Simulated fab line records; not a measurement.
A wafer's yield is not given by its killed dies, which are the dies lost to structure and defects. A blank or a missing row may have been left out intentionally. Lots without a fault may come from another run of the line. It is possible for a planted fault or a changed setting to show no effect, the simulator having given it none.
Matching of chambers || flow berkeley cmos170 || UCB170_GATE_ETCH_15 on rie si-02: 4 sister chambers
The step etches poly-Si in HBr/Cl2, stops on SiO2, time 56.3 s, target depth 278.2 nm. 14 wafers are shown with their chamber, then 7 later ones without.

== WAFERS, EACH WITH ITS CHAMBER ==
{"wafer": "L936.2", "chamber": 2, "drypump motor current A (A)": 5.14, "throttle valve pct (%)": 26.23, "oes product au (a.u.)": 0.836}
{"wafer": "L936.3", "chamber": 0, "drypump motor current A (A)": 5.64, "throttle valve pct (%)": 26.58, "oes product au (a.u.)": 0.806}
{"wafer": "L936.5", "chamber": 2, "drypump motor current A (A)": 5.13, "throttle valve pct (%)": 26.22, "oes product au (a.u.)": 0.840}
{"wafer": "L946.1", "chamber": 1, "drypump motor current A (A)": 5.92, "throttle valve pct (%)": 26.00, "oes product au (a.u.)": 0.853}
{"wafer": "L946.2", "chamber": 0, "drypump motor current A (A)": 5.65, "throttle valve pct (%)": 26.59, "oes product au (a.u.)": 0.814}
{"wafer": "L946.6", "chamber": 1, "drypump motor current A (A)": 5.92, "throttle valve pct (%)": 26.01, "oes product au (a.u.)": 0.841}
{"wafer": "L949.1", "chamber": 3, "drypump motor current A (A)": 5.49, "throttle valve pct (%)": 26.21, "oes product au (a.u.)": 0.831}
{"wafer": "L949.4", "chamber": 0, "drypump motor current A (A)": 5.67, "throttle valve pct (%)": 26.59, "oes product au (a.u.)": 0.814}
{"wafer": "L949.6", "chamber": 3, "drypump motor current A (A)": 5.50, "throttle valve pct (%)": 26.20, "oes product au (a.u.)": 0.821}
{"wafer": "L953.1", "chamber": 3, "drypump motor current A (A)": 5.47, "throttle valve pct (%)": 26.22, "oes product au (a.u.)": 0.823}
{"wafer": "L953.3", "chamber": 1, "drypump motor current A (A)": 5.92, "throttle valve pct (%)": 26.03, "oes product au (a.u.)": 0.821}
{"wafer": "L953.4", "chamber": 0, "drypump motor current A (A)": 5.67, "throttle valve pct (%)": 26.58, "oes product au (a.u.)": 0.806}
{"wafer": "L957.3", "chamber": 3, "drypump motor current A (A)": 5.47, "throttle valve pct (%)": 26.22, "oes product au (a.u.)": 0.829}
{"wafer": "L957.4", "chamber": 0, "drypump motor current A (A)": 5.65, "throttle valve pct (%)": 26.60, "oes product au (a.u.)": 0.816}

SIGNATURES (averages over the wafers above)
{"reading": "drypump motor current A", "chamber 0": 5.6560, "chamber 1": 5.9200, "chamber 2": 5.1350, "chamber 3": 5.4825, "scatter within a chamber": 0.012}
{"reading": "throttle valve pct", "chamber 0": 26.5880, "chamber 1": 26.0133, "chamber 2": 26.2250, "chamber 3": 26.2125, "scatter within a chamber": 0.0104}
{"reading": "oes product au", "chamber 0": 0.81120, "chamber 1": 0.83833, "chamber 2": 0.83800, "chamber 3": 0.82600, "scatter within a chamber": 0.00832}
Rule: a wafer's distance from a chamber is the root of the sum, over the readings, of the square of ((its reading less the chamber's mean) divided by the reading's scatter). If the next closest chamber is less than 2 further off than the closest, the wafer can't be placed; otherwise it belongs to the closest. The scatter is the square root of a quotient: the sum, over the shown wafers, of each reading's squared deviation from its chamber's mean, divided by wafers minus chambers.

== WAFERS WITHOUT THEIR CHAMBER ==
{"wafer": "L957.6", "drypump motor current A (A)": 5.47, "throttle valve pct (%)": 26.22, "oes product au (a.u.)": 0.830}
{"wafer": "L954.2", "drypump motor current A (A)": 5.12, "throttle valve pct (%)": 26.06, "oes product au (a.u.)": 0.839}
{"wafer": "L954.3", "drypump motor current A (A)": 5.48, "throttle valve pct (%)": 26.20, "oes product au (a.u.)": 0.827}
{"wafer": "L954.4", "drypump motor current A (A)": 5.93, "throttle valve pct (%)": 26.01, "oes product au (a.u.)": 0.829}
{"wafer": "L958.2", "drypump motor current A (A)": 5.67, "throttle valve pct (%)": 26.59, "oes product au (a.u.)": 0.800}
{"wafer": "L958.4", "drypump motor current A (A)": 5.92, "throttle valve pct (%)": 26.01, "oes product au (a.u.)": 0.830}
{"wafer": "L958.6", "drypump motor current A (A)": 5.63, "throttle valve pct (%)": 26.59, "oes product au (a.u.)": 0.799}

== EACH ONE'S CHAMBER ==
{"wafer": "L957.6", "from the rows above": 3, "in truth": 3}
{"wafer": "L954.2", "from the rows above": 2, "in truth": 2}
{"wafer": "L954.3", "from the rows above": 3, "in truth": 3}
{"wafer": "L954.4", "from the rows above": 1, "in truth": 1}
{"wafer": "L958.2", "from the rows above": 0, "in truth": 0}
{"wafer": "L958.4", "from the rows above": 1, "in truth": 1}
{"wafer": "L958.6", "from the rows above": 0, "in truth": 0}
7 of 7 placed correctly. Left unplaced by these rows: 0. 0 placed wrongly.
